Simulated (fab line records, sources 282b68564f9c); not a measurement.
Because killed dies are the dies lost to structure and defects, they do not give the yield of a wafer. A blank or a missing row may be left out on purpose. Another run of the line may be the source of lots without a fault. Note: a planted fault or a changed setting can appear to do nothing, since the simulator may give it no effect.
Which tool did it? / flow rit-cmos / 6 lots with 18 wafers sampled at 2 steps, on a route of 202 steps

## WHAT THE GAUGES SHOWED, per wafer
RIT_M1_CD_MEAS_09: target cd 2600 nm.
lot=L322; measured=day 3 18:37; on=cd-sem-02; cd-nm (nm)=2596.5 2597.0 2599.0
lot=L325; measured=day 4 14:49; on=cd-sem-01; cd-nm (nm)=2599.3 2600.3 2600.7
lot=L328; measured=day 4 23:24; on=cd-sem-02; cd-nm (nm)=2601.5 2600.8 2600.5
lot=L336; measured=day 6 13:59; on=cd-sem-02; cd-nm (nm)=2600.1 2600.4 2597.7
lot=L341; measured=day 7 18:10; on=cd-sem-01; cd-nm (nm)=2600.9 2602.8 2601.6
lot=L343; measured=day 8 07:40; on=cd-sem-02; cd-nm (nm)=2596.3 2597.3 2595.5

## WHICH TOOL RAN EACH LOT (tool, then ch and the chambers of the sampled wafers, then the start)
lot=L322; RIT_M1_EXPOSE_06=iline-stepper-01 ch 0, day 3 18:11
lot=L325; RIT_M1_EXPOSE_06=iline-stepper-02 ch 0, day 4 14:23
lot=L328; RIT_M1_EXPOSE_06=iline-stepper-01 ch 0, day 4 22:58
lot=L336; RIT_M1_EXPOSE_06=iline-stepper-01 ch 0, day 6 13:33
lot=L341; RIT_M1_EXPOSE_06=iline-stepper-02 ch 0, day 7 17:44
lot=L343; RIT_M1_EXPOSE_06=iline-stepper-02 ch 0, day 8 07:14
- RIT_M1_EXPOSE_06: exposes mask M12, target cd 2600 nm.

## THE ANSWER, worked out from the rows above alone
Rule: the usual values come from the lots themselves. The widest of any qualifying gaps counts: lots, ordered by their means at a reading, are off when they make up no more than a third of the lots, leave a main group of 4 or more, and stand apart from it by 3 or more times the standard deviation of that group's means. A main group whose means are all the same, to the digits that the tables above print for the reading, isn't used. A lot without any number at a reading at which 4 lots or more have one is off too. Where the step has rows for the other lots, those lots are counted as sound.
Across all readings shown, no lot is off: no conclusion can be drawn from this.

## WHAT WAS PUT IN BY THE SIMULATOR
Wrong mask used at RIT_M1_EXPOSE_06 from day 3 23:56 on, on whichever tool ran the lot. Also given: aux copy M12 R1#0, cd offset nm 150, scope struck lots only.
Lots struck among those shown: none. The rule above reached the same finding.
